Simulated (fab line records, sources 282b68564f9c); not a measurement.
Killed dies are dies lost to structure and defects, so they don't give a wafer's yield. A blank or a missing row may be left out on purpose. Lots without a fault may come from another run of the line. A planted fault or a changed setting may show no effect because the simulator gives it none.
Which tool did it? | flow rit_cmos | 14 lots, 42 wafers sampled, at 4 steps of a route of 202

WHAT THE GAUGES READ, wafer by wafer
RIT_SDANNEAL_RS_MEAS_04: measures by four-point-probe.
lot  | measured    | on            | PSD_RS (ohm/sq)
L361 | day 3 01:04 | film_metro-02 | 115.8 115.6 116.1
L362 | day 3 07:11 | film_metro-01 | 115.1 115.0 114.7
L363 | day 3 14:52 | film_metro-02 | 116.0 115.8 115.6
L364 | day 3 18:52 | film_metro-01 | 115.5 115.4 115.4
L367 | day 4 07:56 | film_metro-03 | 115.5 115.5 115.7
L368 | day 4 11:35 | film_metro-02 | 116.0 115.6 115.7
L369 | day 4 18:32 | film_metro-02 | 115.6 115.5 115.8
L370 | day 4 23:49 | film_metro-03 | 115.7 115.4 115.7
L375 | day 5 23:20 | film_metro-03 | 115.9 115.9 116.5
L377 | day 6 09:47 | film_metro-03 | 115.7 116.0 115.6
L378 | day 6 15:50 | film_metro-02 | 143.7 144.3 143.9
L380 | day 7 02:01 | film_metro-03 | 144.8 145.0 145.4
L381 | day 7 07:12 | film_metro-01 | 115.9 115.8 115.6
L383 | day 7 21:05 | film_metro-01 | 115.5 116.0 115.9

RIT_SDANNEAL_RS_MEAS_05: measures by four-point-probe.
lot  | measured    | on            | NSD_RS (ohm/sq)
L361 | day 3 01:11 | film_metro-02 | 84.3 84.2 84.3
L362 | day 3 07:19 | film_metro-01 | 84.3 84.2 84.1
L363 | day 3 14:59 | film_metro-02 | 84.9 84.5 84.7
L364 | day 3 18:59 | film_metro-01 | 84.1 84.3 84.3
L367 | day 4 08:04 | film_metro-03 | 84.1 84.5 83.9
L368 | day 4 11:42 | film_metro-02 | 84.1 84.4 84.5
L369 | day 4 18:40 | film_metro-02 | 84.9 84.8 84.7
L370 | day 4 23:56 | film_metro-03 | 84.4 84.6 84.9
L375 | day 5 23:27 | film_metro-03 | 84.4 84.2 84.3
L377 | day 6 09:55 | film_metro-03 | 84.6 84.2 84.9
L378 | day 6 15:57 | film_metro-02 | 85.4 85.3 85.5
L380 | day 7 02:08 | film_metro-03 | 86.1 86.6 86.4
L381 | day 7 07:19 | film_metro-01 | 84.1 84.2 84.1
L383 | day 7 21:12 | film_metro-01 | 84.8 84.6 84.6

RIT_SDANNEAL_RS_MEAS_06: measures by four-point-probe.
lot  | measured    | on            | PLDD_RS (ohm/sq)
L361 | day 3 01:18 | film_metro-02 | 178.4 177.9 178.0
L362 | day 3 07:26 | film_metro-01 | 178.1 177.6 177.6
L363 | day 3 15:06 | film_metro-02 | 179.4 179.3 178.9
L364 | day 3 19:07 | film_metro-01 | 178.0 177.7 177.7
L367 | day 4 08:11 | film_metro-03 | 178.2 177.5 177.7
L368 | day 4 11:49 | film_metro-02 | 177.6 177.5 178.3
L369 | day 4 18:47 | film_metro-02 | 177.4 177.6 177.5
L370 | day 5 00:03 | film_metro-03 | 178.9 178.0 178.3
L375 | day 5 23:34 | film_metro-03 | 179.1 178.0 179.2
L377 | day 6 10:02 | film_metro-03 | 178.9 178.6 178.2
L378 | day 6 16:04 | film_metro-02 | 214.6 214.9 214.1
L380 | day 7 02:16 | film_metro-03 | 215.5 215.7 215.8
L381 | day 7 07:26 | film_metro-01 | 178.2 177.7 178.0
L383 | day 7 21:19 | film_metro-01 | 177.8 178.3 178.3

WHICH TOOL RAN EACH LOT (tool, then ch and the chambers of the sampled wafers, then the start)
lot  | RIT_SDANNEAL_RTA_03
L361 | rtp_anneal-01 ch 0, day 3 01:01
L362 | rtp_anneal-02 ch 0, day 3 07:08
L363 | rtp_anneal-01 ch 0, day 3 14:47
L364 | rtp_anneal-02 ch 0, day 3 18:47
L367 | rtp_anneal-01 ch 0, day 4 07:52
L368 | rtp_anneal-02 ch 0, day 4 11:31
L369 | rtp_anneal-01 ch 0, day 4 18:29
L370 | rtp_anneal-02 ch 0, day 4 23:44
L375 | rtp_anneal-01 ch 0, day 5 23:17
L377 | rtp_anneal-01 ch 0, day 6 09:43
L378 | rtp_anneal-02 ch 0, day 6 15:46
L380 | rtp_anneal-02 ch 0, day 7 01:58
L381 | rtp_anneal-01 ch 0, day 7 07:08
L383 | rtp_anneal-01 ch 0, day 7 21:01
- RIT_SDANNEAL_RTA_03: time 5 s.

WHAT THE TOOLS THEMSELVES READ (means of the sampled wafers that have a number; where no wafer has one, the mark that the record gives instead)
RIT_SDANNEAL_RTA_03.
lot  | tool          | wafer_temp_C_max
L361 | rtp_anneal-01 | 1053.8
L362 | rtp_anneal-02 | 1052.5
L363 | rtp_anneal-01 | 1052.9
L364 | rtp_anneal-02 | 1053.7
L367 | rtp_anneal-01 | 1054.0
L368 | rtp_anneal-02 | 1053.7
L369 | rtp_anneal-01 | 1053.4
L370 | rtp_anneal-02 | 1054.5
L375 | rtp_anneal-01 | 1052.3
L377 | rtp_anneal-01 | 1054.7
L378 | rtp_anneal-02 | 1015.4
L380 | rtp_anneal-02 | 1013.4
L381 | rtp_anneal-01 | 1054.5
L383 | rtp_anneal-01 | 1054.1

THE ANSWER, worked out from the rows above alone
Rule: what is usual is taken from the lots themselves. Put in order of their means at a reading, lots are off if they are a third of the lots or fewer, leave a main group of 4 or more, and stand apart from it by a gap of 3 or more times the standard deviation of the main group's means; of several such gaps the widest counts. A main group whose means are all the same, to the digits that the tables above print for the reading, isn't used. A lot without any number at a reading at which 4 lots or more have one is off too. The other lots that the step has rows for count as sound. The gauges are gone through in route order, then the tools' own readings, and for those a lot's mean is taken as printed above. The first step at which some lot is off is used, and at that step the reading that is off furthest; a lot without a number counts as furthest.
Off: L378, L380, at RIT_SDANNEAL_RS_MEAS_04 (PSD_RS). The main group: mean 115.7 ohm/sq, standard deviation 0.27.
A tool fits if, at a process step before that reading, it ran every lot that is off, and no sound lot after the first of them. The gauges at RIT_SDANNEAL_RS_MEAS_04 aren't tried: what is off there is off at RIT_SDANNEAL_RTA_03 too, on other tools, and a gauge's error can't cause that. One fits: rtp_anneal-02 at RIT_SDANNEAL_RTA_03. Its last sound lot is L370 (day 4 23:44), its first lot that is off L378 (day 6 15:46): a fault that began between those two fits.
The tool's own readings at RIT_SDANNEAL_RTA_03 bear it out: on the lots that are off they differ by more than 5 times the standard deviation of the sound lots' means. wafer_temp_C_max reads 1014.4 there against 1053.7 on the sound lots.

WHAT THE SIMULATOR HAD PUT IN
Process parameter drift: rtp_anneal-02, from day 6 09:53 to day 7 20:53, at RIT_SDANNEAL_RTA_03. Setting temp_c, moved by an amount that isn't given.
Lots struck among those shown: L378, L380. The rule above found the same.
